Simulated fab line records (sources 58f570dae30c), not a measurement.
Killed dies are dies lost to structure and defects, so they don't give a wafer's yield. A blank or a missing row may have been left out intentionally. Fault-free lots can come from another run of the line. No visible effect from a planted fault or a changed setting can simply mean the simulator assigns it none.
fab line records ; flow berkeley_cmos170
record: lots: 5; wafers: 23
route steps=331 shown V1@261
start_h: hours from the record's first day to the start of the lot's first wafer shown ; wait_h: hours since the lot's step before ; " identical to the entry in the row above ; L1.1+2: a row that stands for several wafers ; - either no value or no given start ; * or withheld: withheld ; < > ~ a bound
route shown NAME@n: NAME is a module with steps in the file, n the number in the route of the first one ; usual: mean and standard deviation over wafers with no fault ; same: alike in all rows ; chamber/n: place in a boat ; sites: each site's reading ; _std_site: the values' standard deviation ; _edge_site: mean of outer sites minus mean of inner sites ; radius_mm: how far each site lies from the wafer's centre ; mask NAME#n: copy n ; behind: the last tool/chamber to shape the wafer ; hold: why the lot was held/for how many hours/how that ended ; device: the transistor (n, p or np) that didn't switch ; end of line: tests of these same wafers at the route's end ; step lacking rows: just its recipe ; killed: the dies lost at the first sort to structure and to defects; this is not the yield of the wafer ; map: the dies of a wafer, with x for killed, . for not killed, _ for no die there
set.NAME: the setting that was run; set.NAME@STEP: the one run at that earlier step ; model.NAME: the simulator's own value behind a step, which no gauge read
lots whose settings were changed on purpose; a table a step, a row a wafer
== steps ==
step: UCB170_V1_COAT_07
recipe: resist: KrF; spin_rpm: 1500; resist_thk_nm: 900
lot.wafer;tool;chamber;start_h;wait_h;set.resist_thk_nm;model.KrF_of_V1_COAT_07.thk_nm
L076.1;litho_track-01;0;182.08;0.1;900;904.1
L076.2;litho_track-01;0;182.08;0.1;900;901.8
L076.3;litho_track-01;0;182.08;0.1;900;901.7
L076.4;litho_track-01;0;182.08;0.1;867.8;870.7
L076.5;litho_track-01;0;182.08;0.1;867.8;870.4
L078.1;litho_track-04;0;203.14;0.1;900;902.8
L078.3;litho_track-04;0;203.14;0.1;900;899
L078.6;litho_track-04;0;203.14;0.1;900;899.6
L079.1;litho_track-01;0;203.23;0.1;870.9;872.1
L079.3;litho_track-01;0;203.23;0.1;870.9;869.7
L079.4;litho_track-01;0;203.23;0.1;900;900
L079.5;litho_track-01;0;203.23;0.1;900;899.8
L079.6;litho_track-01;0;203.23;0.1;900;901.8
L082.1;litho_track-02;0;238.21;0.1;914.4;913.5
L082.2;litho_track-02;0;238.21;0.1;900;900.7
L082.3;litho_track-02;0;238.21;0.1;914.4;913
L082.4;litho_track-02;0;238.21;0.1;914.4;913.4
L082.5;litho_track-02;0;238.21;0.1;900;897.6
L085.1;litho_track-01;0;240.68;0.1;900;902
L085.2;litho_track-01;0;240.68;0.1;918.7;923.4
L085.3;litho_track-01;0;240.68;0.1;900;904.7
L085.4;litho_track-01;0;240.68;0.1;900;905.9
L085.5;litho_track-01;0;240.68;0.1;918.7;925.4
step: UCB170_V1_SOFTBAKE_08
recipe: resist: KrF; temp_c: 130; time_s: 60
step: UCB170_V1_EXPOSE_09
recipe: mask_id: VIA1; target_cd_nm: 700; na: 0.5; sigma_outer: 0.6; source_shape: conventional; dose_mj: 37.83
step: UCB170_V1_ETCH_14
recipe: chemistry: CHF3/CF4/Ar; target: SiO2; stop_on: Al; CHF3_flow_sccm: 45; cf4_flow_sccm: 15; Ar_flow_sccm: 150; pressure_mtorr: 200; rf_w: 700; target_depth_a: 12500; over_etch_frac: 0.25; time_s: 291
lot.wafer;tool;chamber;start_h;wait_h;set.resist_thk_nm@V1_COAT_07;model.KrF_of_V1_COAT_07.thk_nm
L076.1;rie_diel-01;0;183.14;0.0;900;617.3
L076.2;rie_diel-01;2;183.14;0.0;900;615.1
L076.3;rie_diel-01;1;183.14;0.0;900;612.4
L076.4;rie_diel-01;0;183.14;0.0;867.8;583.2
L076.5;rie_diel-01;1;183.14;0.0;867.8;579.9
L078.1;rie_diel-03;3;204.32;0.0;900;609
L078.3;rie_diel-03;0;204.32;0.0;900;604.3
L078.6;rie_diel-03;1;204.32;0.0;900;609.4
L079.1;rie_diel-01;3;204.96;0.0;870.9;582.7
L079.3;rie_diel-01;2;204.96;0.0;870.9;582.8
L079.4+6;rie_diel-01;0;204.96;0.0;900;612.2
L079.5;rie_diel-01;1;204.96;0.0;900;609.9
L082.1;rie_diel-03;1;239.83;0.0;914.4;620.1
L082.2;rie_diel-03;3;239.83;0.0;900;607.1
L082.3;rie_diel-03;0;239.83;0.0;914.4;616.9
L082.4;rie_diel-03;2;239.83;0.0;914.4;618.6
L082.5;rie_diel-03;3;239.83;0.0;900;604
L085.1;rie_diel-01;3;241.53;0.0;900;614.7
L085.2;rie_diel-01;2;241.53;0.0;918.7;635.7
L085.3;rie_diel-01;0;241.53;0.0;900;619.2
L085.4;rie_diel-01;1;241.53;0.0;900;614.6
L085.5;rie_diel-01;0;241.53;0.0;918.7;640.9
step: UCB170_V1_STRIP_15
recipe: chemistry: O2; power_w: 400; pressure_mtorr: 3500; platen_temp_c: withheld; o2_flow_sccm: 400; overash_fraction: 0.5
usual: strip_time_to_endpoint_s: 15.31/0.12
lot.wafer;tool;chamber;start_h;wait_h;set.resist_thk_nm@V1_COAT_07;strip_time_to_endpoint_s
L076.1;plasma_asher-01;1;183.32;0.1;900;15.47
L076.2;plasma_asher-01;0;183.32;0.1;900;15.41
L076.3;plasma_asher-01;0;183.32;0.1;900;15.37
L076.4;plasma_asher-01;1;183.32;0.1;867.8;14.68
L076.5;plasma_asher-01;1;183.32;0.1;867.8;14.59
L078.1;plasma_asher-02;0;204.50;0.1;900;15.29
L078.3;plasma_asher-02;0;204.50;0.1;900;15.17
L078.6;plasma_asher-02;1;204.50;0.1;900;15.29
L079.1;plasma_asher-02;0;205.14;0.1;870.9;14.68
L079.3;plasma_asher-02;0;205.14;0.1;870.9;14.66
L079.4;plasma_asher-02;1;205.14;0.1;900;15.36
L079.5;plasma_asher-02;1;205.14;0.1;900;15.32
L079.6;plasma_asher-02;0;205.14;0.1;900;15.36
L082.1;plasma_asher-02;0;240.01;0.1;914.4;15.54
L082.2;plasma_asher-02;1;240.01;0.1;900;15.24
L082.3;plasma_asher-02;1;240.01;0.1;914.4;15.47
L082.4;plasma_asher-02;0;240.01;0.1;914.4;15.51
L082.5;plasma_asher-02;0;240.01;0.1;900;15.17
L085.1;plasma_asher-03;0;241.71;0.1;900;15.41
L085.2;plasma_asher-03;1;241.71;0.1;918.7;15.83
L085.3;plasma_asher-03;1;241.71;0.1;900;15.54
L085.4;plasma_asher-03;0;241.71;0.1;900;15.42
L085.5;plasma_asher-03;0;241.71;0.1;918.7;15.97
== key ==
split: step: UCB170_V1_COAT_07; setting: resist_thk_nm; stated: 900; by: wafer
response: step: UCB170_V1_COAT_07; reading: model.KrF_of_V1_COAT_07.thk_nm; change: +9.12; per: 1%; r: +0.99
response: step: UCB170_V1_ETCH_14; reading: model.KrF_of_V1_COAT_07.thk_nm; change: +9.26; per: 1%; r: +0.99
response: step: UCB170_V1_STRIP_15; reading: strip_time_to_endpoint_s; change: *; per: 1%; r: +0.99
